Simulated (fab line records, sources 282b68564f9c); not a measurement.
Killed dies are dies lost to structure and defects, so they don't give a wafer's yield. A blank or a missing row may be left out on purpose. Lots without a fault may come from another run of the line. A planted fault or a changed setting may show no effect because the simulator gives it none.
fab line records | flow rit_cmos
record lots=6 wafers=18 last_day=7
route steps=202 shown ACTIVE@11 FOX1@20 FOX2@23 NWELL@28 PWELL@39 WELLDRIVE@50 SILICIDE@161 M1@202
lots that met no fault: from a run of the same line without faults
start_h: hours from the record's first day to the start of the lot's first wafer shown | wait_h: hours since the lot's step before | " the same as in the row above | L1.1+2: a row that stands for several wafers | - no value, or no start given | * or withheld: withheld | < > ~ a bound
route shown NAME@n: a module of which the file shows steps, and the number in the route of the first | usual: mean/standard deviation of fault-free wafers | same: alike in all rows | chamber/n: place in a boat | sites: the reading at each site | _std_site: their standard deviation | _edge_site: outer sites' mean less inner sites' | radius_mm: how far each site lies from the wafer's centre | mask NAME#n: copy n | behind: the tool/chamber that last shaped the wafer | hold: why the lot was held/for how many hours/how that ended | device: the transistor (n, p or np) that didn't switch | end of line: the same wafers' tests at the end of the route | a step without rows: its recipe alone | killed: dies lost to structure and defects at the first sort, not the wafer's yield | map: a wafer's dies, x killed, . not, _ none there
set.NAME: the setting as run; set.NAME@STEP: as run at that earlier step | model.NAME: the simulator's own value behind a step, which no gauge read
lots at some steps of the route; a table a step, a row a wafer
services: from which hour (start_h, from the record's first day; less than 0 if before it) a tool's chamber was out of use, for how many hours, and why
## steps
# step RIT_ACTIVE_DEVELOP_10
# recipe resist=NOVOLAK develop_time_s=50 dev_temp_c=23
# step RIT_ACTIVE_CD_MEAS_11
# recipe target_cd_nm=1400
# usual cd_nm=1399.2/2.4
# columns lot.wafer tool chamber start_h wait_h cd_nm
L925.2 cd_sem-02 - 24.46 - 1400.6
L925.3 " - " " 1402.9
L925.5 " - " " 1401.4
L931.1 cd_sem-01 - 54.56 - 1398.1
L931.3 " - " " 1398.6
L931.6 " - " " 1399.5
L932.1 cd_sem-01 - 59.56 - 1398.9
L932.3 " - " " 1400.7
L932.6 " - " " 1398.0
L933.2 cd_sem-01 - 64.68 - 1400.3
L933.3 " - " " 1400.2
L933.5 " - " " 1399.0
L935.2 cd_sem-01 - 75.77 - 1397.2
L935.3 " - " " 1398.9
L935.6 " - " " 1397.7
L946.1 cd_sem-01 - 129.56 - 1399.9
L946.2 " - " " 1401.3
L946.6 " - " " 1400.8
# step RIT_ACTIVE_HARDBAKE_12
# recipe resist=NOVOLAK temp_c=140 time_s=60
# step RIT_ACTIVE_ETCH_13
# recipe stop_on=SiO2 chemistry=SF6 target=Si3N4 time_s=210 over_etch_frac=0.4 SF6_flow_sccm=200 pressure_mtorr=260 rf_w=125 target_depth_a=2100
# usual drypump_motor_current_A=5.6/0.49 oes_product_au=0.825/0.014 throttle_valve_pct=7.44/0.1
# columns lot.wafer tool chamber start_h wait_h drypump_motor_current_A oes_product_au rf_hours_counter_h throttle_valve_pct
L925.2 rie_diel-04 2 24.71 0.1 5.0 0.814 26 7.48
L925.3 " 1 " " 5.4 0.848 32 7.53
L925.5 " 2 " " 5.0 0.822 - 7.48
L931.1 rie_diel-01 1 54.83 0.1 6.0 0.839 141 7.27
L931.3 " 3 " " 6.1 0.828 148 7.49
L931.6 " 1 " " 6.0 0.839 - 7.26
L932.1 rie_diel-04 2 59.83 0.1 5.0 0.826 26 7.48
L932.3 " 3 " " 5.4 0.812 1 7.39
L932.6 " 0 " " 5.9 0.827 - 7.41
L933.2 rie_diel-04 2 64.93 0.1 5.0 0.817 26 7.48
L933.3 " 1 " " 5.4 0.842 32 7.52
L933.5 " 1 " " 5.5 0.847 - 7.53
L935.2 rie_diel-02 0 76.02 0.1 4.9 0.797 4 7.46
L935.3 " 2 " " 6.0 0.841 129 7.63
L935.6 " 2 " " 6.0 0.826 - 7.63
L946.1 rie_diel-02 0 129.83 0.1 4.9 0.793 5 7.48
L946.2 " 3 " " 4.9 0.804 5 7.40
L946.6 " 1 " " 5.6 0.824 - 7.47
# step RIT_ACTIVE_STRIP_14
# recipe chemistry=O2 time_s=180 resist=NOVOLAK platen_temp_c=withheld power_w=500 pressure_mtorr=4000 o2_flow_sccm=4000
# usual drypump_motor_current_A=5.8/0.32 rf_refl_power_W=6.5/0.92
# columns lot.wafer tool chamber start_h wait_h drypump_motor_current_A rf_hours_counter_h rf_refl_power_W
L925.2 plasma_asher-01 0 24.84 0.1 5.6 40 7.9
L925.3 " 0 " " 5.6 - 7.8
L925.5 " 1 " " 6.3 - 5.9
L931.1 plasma_asher-01 1 54.97 0.1 6.3 43 6.1
L931.3 " 0 " " 5.6 - 8.3
L931.6 " 1 " " 6.3 - 6.4
L932.1 plasma_asher-01 1 59.97 0.1 6.3 43 6.6
L932.3 " 1 " " 6.3 - 6.1
L932.6 " 0 " " 5.6 - 8.0
L933.2 plasma_asher-03 0 65.06 0.1 6.1 36 6.9
L933.3 " 1 " " 5.4 - 5.7
L933.5 " 1 " " 5.4 - 5.8
L935.2 plasma_asher-04 1 76.15 0.1 5.8 43 4.9
L935.3 " 1 " " 5.7 - 4.8
L935.6 " 1 " " 5.8 - 4.8
L946.1 plasma_asher-04 1 129.97 0.1 5.8 49 5.3
L946.2 " 0 " " 5.5 49 6.8
L946.6 " 0 " " 5.5 - 6.6
# step RIT_ACTIVE_CD_MEAS_90
# recipe target_cd_nm=1400
# usual cd_nm=1399.2/2.4
# columns lot.wafer tool chamber start_h wait_h cd_nm
L925.2 cd_sem-02 - 25.04 0.1 1400.5
L925.3 " - " " 1403.0
L925.5 " - " " 1401.2
L931.1 cd_sem-01 - 55.14 0.1 1398.1
L931.3 " - " " 1398.5
L931.6 " - " " 1399.4
L932.1 cd_sem-01 - 60.14 0.1 1399.1
L932.3 " - " " 1400.5
L932.6 " - " " 1398.4
L933.2 cd_sem-01 - 65.26 0.1 1400.2
L933.3 " - " " 1400.0
L933.5 " - " " 1398.9
L935.2 cd_sem-01 - 76.35 0.1 1396.7
L935.3 " - " " 1398.8
L935.6 " - " " 1397.5
L946.1 cd_sem-01 - 130.14 0.1 1399.6
L946.2 " - " " 1400.7
L946.6 " - " " 1400.3
# step RIT_ACTIVE_CLEAN_15
# recipe chemistry=SC1 mix=3:3:50 time_s=600 temp_c=75
# step RIT_ACTIVE_CLEAN_16
# recipe chemistry=dHF dilution=50:1 time_s=30
# step RIT_ACTIVE_CLEAN_17
# recipe chemistry=SC2 mix=3:3:50 time_s=600 temp_c=75 dry=n2_spin
# step RIT_FOX1_OXIDATION_00
# recipe temp_c=1100 ambient=H2O target_thk_a=3507 p_h2o_torr=720 ox_time_s=1130
# step RIT_FOX1_THK_MEAS_01
# recipe reads=SiO2_of_FOX1_OXIDATION_00
# usual FOX1_OXIDE_THK=351/5.4
# columns lot.wafer tool chamber start_h wait_h FOX1_OXIDE_THK[nm]
L925.2 film_metro-03 - 26.85 0.0 345
L925.3 " - " " 343
L925.5 " - " " 350
L931.1 film_metro-03 - 56.94 0.0 347
L931.3 " - " " 351
L931.6 " - " " 348
L932.1 film_metro-03 - 63.62 0.0 348
L932.3 " - " " 344
L932.6 " - " " 350
L933.2 film_metro-03 - 67.05 0.0 360
L933.3 " - " " 362
L933.5 " - " " 356
L935.2 film_metro-04 - 78.14 0.0 353
L935.3 " - " " 354
L935.6 " - " " 356
L946.1 film_metro-04 - 132.12 0.0 352
L946.2 " - " " 353
L946.6 " - " " 353
# step RIT_FOX1_WET_ETCH_02
# recipe chemistry=BOE target_depth_nm=350 time_s=390 temp_c=21.5 dry=n2_spin dilution=10:1 target=SiO2
# step RIT_FOX2_OXIDATION_00
# recipe temp_c=1100 ambient=H2O target_thk_a=3507 p_h2o_torr=720 ox_time_s=1130
# usual ox_time_s=1130/0 spike_tc_source_C=1130.5/1.1
# columns lot.wafer tool chamber start_h wait_h ox_time_s spike_tc_source_C model.SiO2_of_FOX2_OXIDATION_00.thk_nm
L925.2 furnace-02 0 27.02 0.0 1130 1130.9 346.6
L925.3 " 0 " " 1130 1130.7 347.2
L925.5 " 0 " " 1130 1132.0 349.5
L931.1 furnace-02 0 58.44 1.3 1130 1129.3 343.9
L931.3 " 0 " " 1130 1132.3 347.1
L931.6 " 0 " " 1130 1128.8 348.8
L932.1 furnace-02 0 63.79 0.0 734.5 1130.3 273.5
L932.3 " 0 " " 734.5 1131.0 271.5
L932.6 " 0 " " 734.5 1130.8 272.6
L933.2 furnace-02 0 67.56 0.3 734.5 1130.5 261.6
L933.3 " 0 " " 734.5 1131.9 263.6
L933.5 " 0 " " 734.5 1130.6 268.6
L935.2 furnace-04 0 78.30 0.0 1130 1130.8 349.6
L935.3 " 0 " " 1130 1129.2 349.8
L935.6 " 0 " " 1130 1131.0 352.4
L946.1 furnace-01 0 132.30 0.0 1130 1130.3 343.6
L946.2 " 0 " " 1130 1130.9 350.9
L946.6 " 0 " " 1130 1129.9 348.8
# step RIT_FOX2_THK_MEAS_01
# recipe reads=SiO2_of_FOX2_OXIDATION_00
# usual FOX2_OXIDE_THK=349/4.9
# columns lot.wafer tool chamber start_h wait_h FOX2_OXIDE_THK[nm]
L925.2 film_metro-02 - 28.35 0.0 346
L925.3 " - " " 347
L925.5 " - " " 350
L931.1 film_metro-02 - 59.76 0.0 344
L931.3 " - " " 347
L931.6 " - " " 349
L932.1 film_metro-03 - 65.11 0.0 273
L932.3 " - " " 272
L932.6 " - " " 273
L933.2 film_metro-03 - 68.89 0.0 262
L933.3 " - " " 263
L933.5 " - " " 268
L935.2 film_metro-01 - 79.63 0.0 350
L935.3 " - " " 350
L935.6 " - " " 352
L946.1 film_metro-01 - 133.61 0.0 344
L946.2 " - " " 351
L946.6 " - " " 349
# step RIT_FOX2_CLEAN_02
# recipe chemistry=dHF dilution=50:1 time_s=180
# step RIT_FOX2_WET_ETCH_03
# recipe chemistry=H3PO4 target=Si3N4 target_depth_nm=195 temp_c=165 time_s=2700
# step RIT_FOX2_THK_MEAS_90
# recipe reads=SiO2_of_FOX2_OXIDATION_00
# usual FIELD_OXIDE_LEFT_1_THK=321/4.9
# columns lot.wafer tool chamber start_h wait_h FIELD_OXIDE_LEFT_1_THK[nm]
L925.2 film_metro-03 - 29.22 0.0 319
L925.3 " - " " 320
L925.5 " - " " 322
L931.1 film_metro-03 - 60.70 0.0 316
L931.3 " - " " 319
L931.6 " - " " 321
L932.1 film_metro-02 - 65.98 0.0 246
L932.3 " - " " 244
L932.6 " - " " 245
L933.2 film_metro-01 - 69.76 0.0 234
L933.3 " - " " 236
L933.5 " - " " 241
L935.2 film_metro-03 - 80.50 0.0 322
L935.3 " - " " 323
L935.6 " - " " 325
L946.1 film_metro-01 - 134.49 0.0 316
L946.2 " - " " 323
L946.6 " - " " 321
# step RIT_NWELL_HMDS_00
# recipe prime_time_s=60 prime_temp_c=140
# step RIT_NWELL_COAT_01
# recipe resist=NOVOLAK spin_rpm=2000 resist_thk_nm=1300
# step RIT_NWELL_SOFTBAKE_02
# recipe resist=NOVOLAK temp_c=90 time_s=60
# step RIT_NWELL_EXPOSE_03
# recipe mask_id=M2 na=0.57 target_cd_nm=43900 dose_mj=250
# step RIT_NWELL_PEB_04
# recipe resist=NOVOLAK temp_c=withheld time_s=withheld
# step RIT_NWELL_DEVELOP_05
# recipe resist=NOVOLAK develop_time_s=68 dev_temp_c=23
# step RIT_NWELL_OVL_MEAS_06
# usual NWELL_OVL=0.1/1.3
# columns lot.wafer tool chamber start_h wait_h NWELL_OVL[nm]
L925.2 overlay-01 - 30.29 - 0.1
L925.3 " - " " -1.4
L925.5 " - " " -2.1
L931.1 overlay-01 - 61.64 - 1.1
L931.3 " - " " 1.7
L931.6 " - " " -0.2
L932.1 overlay-01 - 67.05 - -0.8
L932.3 " - " " -0.4
L932.6 " - " " -0.1
L933.2 overlay-02 - 70.78 - 0.8
L933.3 " - " " 2.2
L933.5 " - " " 1.6
L935.2 overlay-02 - 81.44 - 0.5
L935.3 " - " " 1.8
L935.6 " - " " 1.4
L946.1 overlay-01 - 135.62 - 1.2
L946.2 " - " " -0.3
L946.6 " - " " -1.5
# step RIT_NWELL_HARDBAKE_07
# recipe resist=NOVOLAK temp_c=140 time_s=120
# step RIT_NWELL_IMPLANT_08
# recipe species=P energy_kev=170 dose_cm2=5e+13 tilt_deg=7
# step RIT_NWELL_STRIP_09
# recipe chemistry=O2 time_s=180 resist=NOVOLAK platen_temp_c=withheld power_w=500 pressure_mtorr=4000 o2_flow_sccm=4000
# usual drypump_motor_current_A=5.7/0.37 rf_refl_power_W=6.4/1.2
# columns lot.wafer tool chamber start_h wait_h drypump_motor_current_A rf_hours_counter_h rf_refl_power_W
L925.2 plasma_asher-01 1 30.72 0.1 6.3 40 6.2
L925.3 " 0 " " 5.6 - 8.1
L925.5 " 1 " " 6.3 - 6.5
L931.1 plasma_asher-03 1 62.08 0.1 5.4 36 6.1
L931.3 " 1 " " 5.4 - 6.1
L931.6 " 0 " " 6.1 - 6.8
L932.1 plasma_asher-03 0 67.49 0.1 6.1 37 6.7
L932.3 " 0 " " 6.1 - 7.0
L932.6 " 1 " " 5.4 - 6.0
L933.2 plasma_asher-03 1 71.21 0.1 5.4 37 5.8
L933.3 " 1 " " 5.4 - 5.7
L933.5 " 1 " " 5.4 - 5.9
L935.2 plasma_asher-03 0 81.87 0.1 6.0 38 6.6
L935.3 " 1 " " 5.4 - 6.0
L935.6 " 1 " " 5.4 - 6.0
L946.1 plasma_asher-03 1 136.06 0.1 5.4 2 6.1
L946.2 " 0 " " 6.0 2 7.3
L946.6 " 1 " " 5.4 - 6.5
# step RIT_NWELL_TW_MEAS_10
# usual NWELL_TW=2132/22
# columns lot.wafer tool chamber start_h wait_h NWELL_TW
L925.2 film_metro-04 - 30.90 0.1 2165
L925.3 " - " " 2170
L925.5 " - " " 2159
L931.1 film_metro-02 - 62.25 0.1 2128
L931.3 " - " " 2110
L931.6 " - " " 2117
L932.1 film_metro-03 - 67.66 0.1 2126
L932.3 " - " " 2135
L932.6 " - " " 2130
L933.2 film_metro-03 - 71.39 0.1 2133
L933.3 " - " " 2128
L933.5 " - " " 2133
L935.2 film_metro-04 - 82.05 0.1 2157
L935.3 " - " " 2158
L935.6 " - " " 2155
L946.1 film_metro-02 - 136.23 0.1 2118
L946.2 " - " " 2119
L946.6 " - " " 2103
# step RIT_PWELL_HMDS_00
# recipe prime_time_s=60 prime_temp_c=140
# step RIT_PWELL_COAT_01
# recipe resist=NOVOLAK spin_rpm=2000 resist_thk_nm=1300
# step RIT_PWELL_SOFTBAKE_02
# recipe resist=NOVOLAK temp_c=90 time_s=60
# step RIT_PWELL_EXPOSE_03
# recipe mask_id=M3 na=0.57 target_cd_nm=43700 dose_mj=250
# step RIT_PWELL_PEB_04
# recipe resist=NOVOLAK temp_c=withheld time_s=withheld
# step RIT_PWELL_DEVELOP_05
# recipe resist=NOVOLAK develop_time_s=68 dev_temp_c=23
# step RIT_PWELL_OVL_MEAS_06
# usual PWELL_OVL=0.7/1.3
# columns lot.wafer tool chamber start_h wait_h PWELL_OVL[nm]
L925.2 overlay-01 - 31.96 - 0.1
L925.3 " - " " 0.4
L925.5 " - " " -0.9
L931.1 overlay-02 - 63.32 - 2.0
L931.3 " - " " 1.3
L931.6 " - " " 2.6
L932.1 overlay-01 - 68.60 - -0.9
L932.3 " - " " -0.8
L932.6 " - " " -1.2
L933.2 overlay-02 - 72.33 - 1.8
L933.3 " - " " 1.3
L933.5 " - " " 1.1
L935.2 overlay-02 - 82.99 - -0.1
L935.3 " - " " 1.4
L935.6 " - " " 1.6
L946.1 overlay-01 - 137.17 - 1.4
L946.2 " - " " -0.4
L946.6 " - " " 1.3
# step RIT_PWELL_HARDBAKE_07
# recipe resist=NOVOLAK temp_c=140 time_s=120
# step RIT_PWELL_IMPLANT_08
# recipe species=B energy_kev=170 dose_cm2=7e+13 tilt_deg=7
# step RIT_PWELL_STRIP_09
# recipe chemistry=O2 time_s=180 resist=NOVOLAK platen_temp_c=withheld power_w=500 pressure_mtorr=4000 o2_flow_sccm=4000
# usual drypump_motor_current_A=5.7/0.38 rf_refl_power_W=6.3/1.6
# columns lot.wafer tool chamber start_h wait_h drypump_motor_current_A rf_hours_counter_h rf_refl_power_W
L925.2 plasma_asher-02 1 32.39 0.1 6.0 26 8.2
L925.3 " 1 " " 6.0 - 8.5
L925.5 " 0 " " 5.1 - 3.9
L931.1 plasma_asher-02 0 63.76 0.1 5.1 30 4.0
L931.3 " 1 " " 6.0 - 8.0
L931.6 " 0 " " 5.1 - 4.0
L932.1 plasma_asher-02 1 69.04 0.1 5.9 30 8.0
L932.3 " 1 " " 6.0 - 8.1
L932.6 " 1 " " 6.0 - 8.2
L933.2 plasma_asher-04 1 72.76 0.1 5.8 43 5.0
L933.3 " 0 " " 5.5 - 6.9
L933.5 " 1 " " 5.8 - 5.3
L935.2 plasma_asher-04 0 83.42 0.1 5.5 44 6.7
L935.3 " 0 " " 5.5 - 6.8
L935.6 " 0 " " 5.5 - 7.0
L946.1 plasma_asher-01 1 137.61 0.1 6.3 52 6.5
L946.2 " 0 " " 5.5 52 7.9
L946.6 " 1 " " 6.3 - 5.6
# step RIT_PWELL_TW_MEAS_10
# usual PWELL_TW=947/9.9
# columns lot.wafer tool chamber start_h wait_h PWELL_TW
L925.2 film_metro-02 - 32.58 0.1 937
L925.3 " - " " 940
L925.5 " - " " 935
L931.1 film_metro-04 - 63.93 0.1 965
L931.3 " - " " 962
L931.6 " - " " 960
L932.1 film_metro-02 - 69.21 0.1 943
L932.3 " - " " 935
L932.6 " - " " 938
L933.2 film_metro-03 - 72.94 0.1 941
L933.3 " - " " 938
L933.5 " - " " 940
L935.2 film_metro-03 - 83.61 0.1 938
L935.3 " - " " 943
L935.6 " - " " 944
L946.1 film_metro-04 - 137.78 0.1 947
L946.2 " - " " 955
L946.6 " - " " 951
# step RIT_WELLDRIVE_ANNEAL_00
# recipe temp_c=1100 time_s=14700 ambient=N2
# step RIT_WELLDRIVE_RS_MEAS_01
# recipe thk_meas_gauge=four-point-probe
# usual NWELL_RS=275.9/0.73
# columns lot.wafer tool chamber start_h wait_h NWELL_RS[ohm/sq]
L925.2 film_metro-02 - 37.73 0.0 276.1
L925.3 " - " " 276.8
L925.5 " - " " 276.1
L931.1 film_metro-04 - 69.07 0.0 274.9
L931.3 " - " " 273.9
L931.6 " - " " 274.3
L932.1 film_metro-03 - 74.35 0.0 274.8
L932.3 " - " " 275.2
L932.6 " - " " 275.6
L933.2 film_metro-03 - 78.68 0.0 276.4
L933.3 " - " " 275.4
L933.5 " - " " 275.1
L935.2 film_metro-03 - 88.78 0.0 275.8
L935.3 " - " " 275.4
L935.6 " - " " 275.6
L946.1 film_metro-02 - 143.21 0.0 275.0
L946.2 " - " " 274.8
L946.6 " - " " 274.6
# step RIT_WELLDRIVE_RS_MEAS_02
# recipe thk_meas_gauge=four-point-probe
# usual PWELL_RS=429.8/1.3
# columns lot.wafer tool chamber start_h wait_h PWELL_RS[ohm/sq]
L925.2 film_metro-02 - 37.85 0.1 430.3
L925.3 " - " " 429.6
L925.5 " - " " 431.2
L931.1 film_metro-04 - 69.19 0.1 426.4
L931.3 " - " " 426.4
L931.6 " - " " 426.5
L932.1 film_metro-03 - 74.47 0.1 429.5
L932.3 " - " " 430.0
L932.6 " - " " 430.4
L933.2 film_metro-03 - 78.80 0.1 428.7
L933.3 " - " " 429.5
L933.5 " - " " 429.5
L935.2 film_metro-03 - 88.90 0.1 430.2
L935.3 " - " " 427.9
L935.6 " - " " 428.9
L946.1 film_metro-02 - 143.33 0.1 431.3
L946.2 " - " " 429.6
L946.6 " - " " 431.1
# step RIT_FOX2_THK_MEAS_91
# recipe reads=SiO2_of_FOX2_OXIDATION_00
# usual FIELD_OXIDE_LEFT_2_THK=253/5.1
# columns lot.wafer tool chamber start_h wait_h FIELD_OXIDE_LEFT_2_THK[nm]
L925.2 film_metro-03 - 41.64 0.0 251
L925.3 " - " " 252
L925.5 " - " " 254
L931.1 film_metro-02 - 73.10 0.0 248
L931.3 " - " " 251
L931.6 " - " " 253
L932.1 film_metro-01 - 78.13 0.0 178
L932.3 " - " " 176
L932.6 " - " " 177
L933.2 film_metro-02 - 82.56 0.0 165
L933.3 " - " " 167
L933.5 " - " " 173
L935.2 film_metro-01 - 92.77 0.0 254
L935.3 " - " " 255
L935.6 " - " " 257
L946.1 film_metro-03 - 147.32 0.0 248
L946.2 " - " " 255
L946.6 " - " " 253
# step RIT_SILICIDE_WET_ETCH_00
# recipe chemistry=BOE target=SiO2 target_depth_nm=14 time_s=15 dry=n2_spin dilution=10:1 temp_c=21.5
# columns lot.wafer tool chamber start_h wait_h model.SiO2_of_FOX2_OXIDATION_00.thk_nm
L925.2 wet_bench-04 3 60.54 0.1 146.2
L925.3 " 3 " " 146.7
L925.5 " 3 " " 148.6
L931.1 wet_bench-03 0 93.36 0.1 142.6
L931.3 " 0 " " 145.9
L931.6 " 0 " " 147.2
L932.1 wet_bench-03 3 96.23 0.1 72.13
L932.3 " 3 " " 70.36
L932.6 " 3 " " 72.18
L933.2 wet_bench-04 2 99.90 0.1 60.37
L933.3 " 2 " " 61.88
L933.5 " 2 " " 66.39
L935.2 wet_bench-02 2 109.97 0.1 149.4
L935.3 " 2 " " 149.7
L935.6 " 2 " " 152.3
L946.1 wet_bench-03 3 165.99 0.1 142.7
L946.2 " 3 " " 150.3
L946.6 " 3 " " 147.6
# step RIT_M1_PROBE_99
# usual killed_at_M0_to_M3=0.0/0.12 killed_at_front_end=7/3.1 killed_dies=7/3.1 killed_open=3.6/2.3 killed_short=3.2/2
# same gross_dies=264 killed_at_M4_up=0 killed_at_back_side=0 killed_at_contacts=0 killed_at_other=0
# columns lot.wafer tool chamber start_h wait_h killed_at_M0_to_M3 killed_at_front_end killed_dies killed_open killed_short model.etest.pldd.width_nm model.etest.nldd.width_nm model.etest.nplus_sal.width_nm model.etest.pplus_sal.width_nm model.etest.nmos_narrow.drive_ua_um model.etest.pwell.rs_ohm_sq model.etest.field_n.vt_v model.etest.field_p_metal.vt_v
L925.2 prober-02 - 67.73 0.1 0 9 9 5 4 3198 3201 3478 3430 225.4 415.2 34.04 -29.03
L925.3 prober-02 - 67.78 0.2 0 10 10 5 5 3202 3195 3441 3440 229.7 405.9 34.18 -29.12
L925.5 prober-02 - 67.88 0.2 0 7 7 4 3 3166 3161 3446 3450 230.1 412.8 34.46 -28.83
L931.1 prober-01 - 100.47 0.1 0 7 7 5 2 3202 3200 3455 3471 229.3 416.6 33.92 -29.21
L931.3 prober-01 - 100.57 0.2 1 10 11 6 4 3180 3185 3427 3454 220.9 413 34.33 -29.28
L931.6 prober-01 - 100.72 0.2 0 11 11 3 8 3185 3174 3456 3463 225.2 414.2 34.54 -29.46
L932.1 prober-02 - 104.68 0.1 0 5 5 4 1 3259 3266 3521 3500 245.7 401.8 24.36 -39.2
L932.3 prober-02 - 104.78 0.2 0 7 7 3 4 3265 3262 3518 3527 252 399.6 24.14 -38.96
L932.6 prober-02 - 104.93 0.2 0 5 5 3 2 3226 3242 3483 3499 249.2 402.3 24.32 -39.07
L933.2 prober-01 - 107.00 0.1 0 6 6 2 2 3252 3245 3507 3470 253.8 398.5 23.38 -40.39
L933.3 prober-01 - 107.05 0.2 0 4 4 3 1 3254 3238 3516 3488 253.4 394 23.52 -40.41
L933.5 prober-01 - 107.15 0.2 0 3 3 2 1 3247 3236 3502 3513 247.9 397.7 23.95 -39.61
L935.2 prober-01 - 117.05 0.1 0 1 1 1 0 3190 3185 3459 3440 217.6 416.6 34.63 -29.87
L935.3 prober-01 - 117.10 0.2 0 5 5 4 1 3175 3180 3462 3463 222.3 415.9 34.71 -30.31
L935.6 prober-01 - 117.25 0.2 0 6 6 4 2 3170 3162 3430 3442 213.7 415.7 35.01 -30.47
L946.1 prober-02 - 173.01 0.1 0 12 12 9 3 3174 3166 3456 3469 230.2 412 33.66 -30.38
L946.2 prober-02 - 173.06 0.1 0 1 1 0 1 3164 3154 3447 3448 223.9 410 34.74 -29.97
L946.6 prober-02 - 173.26 0.2 0 4 4 2 2 3168 3164 3445 3440 220.1 415.9 34.42 -30.07
# killed by level:class
L925.2 GATE:geometric_particle:open=3 GATE:geometric_particle:short=3 FOX1:geometric_particle:short=1 FOX2:geometric_particle:open=1 REOX:geometric_particle:open=1
L925.3 GATE:geometric_particle:short=3 FOX1:geometric_particle:short=2 GATE:geometric_particle:open=2 REOX:geometric_particle:open=1 SPACER:geometric_particle:open=1 SILICIDE:geometric_particle:open=1
L925.5 GATE:geometric_particle:short=2 SPACER:geometric_particle:open=2 GATE:geometric_particle:open=1 REOX:geometric_particle:open=1 SPACER:geometric_particle:short=1
L931.1 GATE:geometric_particle:open=3 GATE:geometric_particle:short=2 FOX1:geometric_particle:open=1 SPACER:geometric_particle:open=1
L931.3 GATE:geometric_particle:short=3 FOX1:geometric_particle:open=2 GATE:geometric_particle:open=2 FOX2:geometric_particle:open=1 FOX2:geometric_particle:short=1 SPACER:geometric_particle:open=1 M1:coat_microbubble_printed=1
L931.6 GATE:geometric_particle:short=4 FOX1:geometric_particle:short=1 FOX2:geometric_particle:short=1 GATE:geometric_particle:open=1 SPACER:geometric_particle:short=1 SPACER:geometric_particle:open=1 SILICIDE:geometric_particle:open=1 SILICIDE:geometric_particle:short=1
L932.1 GATE:geometric_particle:open=3 FOX1:geometric_particle:open=1 GATE:geometric_particle:short=1
L932.3 FOX1:geometric_particle:short=2 GATE:geometric_particle:open=1 REOX:geometric_particle:open=1 SPACER:geometric_particle:short=1 SILICIDE:geometric_particle:short=1 SILICIDE:geometric_particle:open=1
L932.6 ACTIVE:geometric_particle:open=1 FOX2:geometric_particle:open=1 GATE:geometric_particle:short=1 REOX:geometric_particle:short=1 REOX:geometric_particle:open=1
L933.2 NSD:coat_microbubble_printed=2 FOX1:geometric_particle:short=1 FOX1:geometric_particle:open=1 GATE:geometric_particle:short=1 REOX:geometric_particle:open=1
L933.3 GATE:geometric_particle:open=2 GATE:geometric_particle:short=1 SPACER:geometric_particle:open=1
L933.5 FOX2:geometric_particle:open=1 GATE:geometric_particle:short=1 SILICIDE:geometric_particle:open=1
L935.2 GATE:geometric_particle:open=1
L935.3 GATE:geometric_particle:open=3 FOX1:geometric_particle:short=1 FOX1:geometric_particle:open=1
L935.6 SPACER:geometric_particle:open=2 FOX1:geometric_particle:open=1 GATE:geometric_particle:open=1 REOX:geometric_particle:short=1 SPACER:geometric_particle:short=1
L946.1 REOX:geometric_particle:open=5 REOX:geometric_particle:short=3 FOX1:geometric_particle:open=2 GATE:geometric_particle:open=2
L946.2 REOX:geometric_particle:short=1
L946.6 FOX1:geometric_particle:short=1 REOX:geometric_particle:open=1 REOX:geometric_particle:short=1 SPACER:geometric_particle:open=1
## services
# columns tool chamber start_h hours kind
plasma_asher-04 - 3.17 1.4 repair
furnace-01 - 8.21 3.5 pm
rie_diel-02 2 8.24 8.3 repair
wet_bench-03 - 15.71 4.4 pm
furnace-02 - 40.63 3.0 pm
furnace-04 - 45.34 2.8 pm
wet_bench-02 - 49.65 4.4 pm
rie_diel-01 2 55.12 5.9 repair
furnace-04 - 55.98 3.2 pm
rie_diel-02 1 62.13 7.9 repair
rie_diel-04 3 72.09 5.3 repair
rie_diel-04 2 77.27 13.9 repair
rie_diel-02 2 84.52 5.5 repair
furnace-02 - 89.09 3.4 pm
wet_bench-03 - 102.07 3.7 repair
plasma_asher-03 - 108.75 9.0 pm
plasma_asher-03 0 108.75 9.0 vent_cycle
plasma_asher-03 1 108.75 9.0 vent_cycle
rie_diel-04 3 115.19 26.2 repair
rie_diel-02 2 127.60 4.6 repair
rie_diel-01 3 134.24 3.2 repair
furnace-04 - 143.31 8.1 pm
wet_bench-03 - 147.88 2.2 repair
plasma_asher-04 - 165.48 1.2 repair
## key
first_sign step=RIT_FOX2_OXIDATION_00 reading=ox_time_s direction=down sigmas=99+ usual=* struck=*
effect step=RIT_FOX2_THK_MEAS_01 reading=FOX2_OXIDE_THK direction=down sigmas=16 usual=349 struck=269
effect step=RIT_FOX2_THK_MEAS_90 reading=FIELD_OXIDE_LEFT_1_THK direction=down sigmas=16 usual=321 struck=241
effect step=RIT_FOX2_THK_MEAS_91 reading=FIELD_OXIDE_LEFT_2_THK direction=down sigmas=16 usual=253 struck=173
model_effect step=RIT_FOX2_OXIDATION_00 value=SiO2_of_FOX2_OXIDATION_00.thk_nm without=350.1 struck=268.6
model_effect step=RIT_SILICIDE_WET_ETCH_00 value=SiO2_of_FOX2_OXIDATION_00.thk_nm without=148.8 struck=67.22
model_effect step=RIT_M1_PROBE_99 value=etest.pldd.width_nm without=3178 struck=3251
met_at RIT_FOX2_OXIDATION_00
struck_wafers L932.1,L932.3,L932.6,L933.2,L933.3,L933.5
tester_left_out L932,L933
onset_between 58.44 63.79
fault kind=process_parameter_drift tool=furnace-02 chamber=- onset_h=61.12 steps=RIT_FOX2_OXIDATION_00 channel=ox_time_s offset=* shape=step end_h=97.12 acts_in=* stated=*
# tester_left_out: of these lots the tester's yield and bins aren't shown, on N5 and GAA mostly nor the transistor test; their killed dies are dies lost to structure and defects alone, not to doping, threshold or leakage, so they don't give the yield
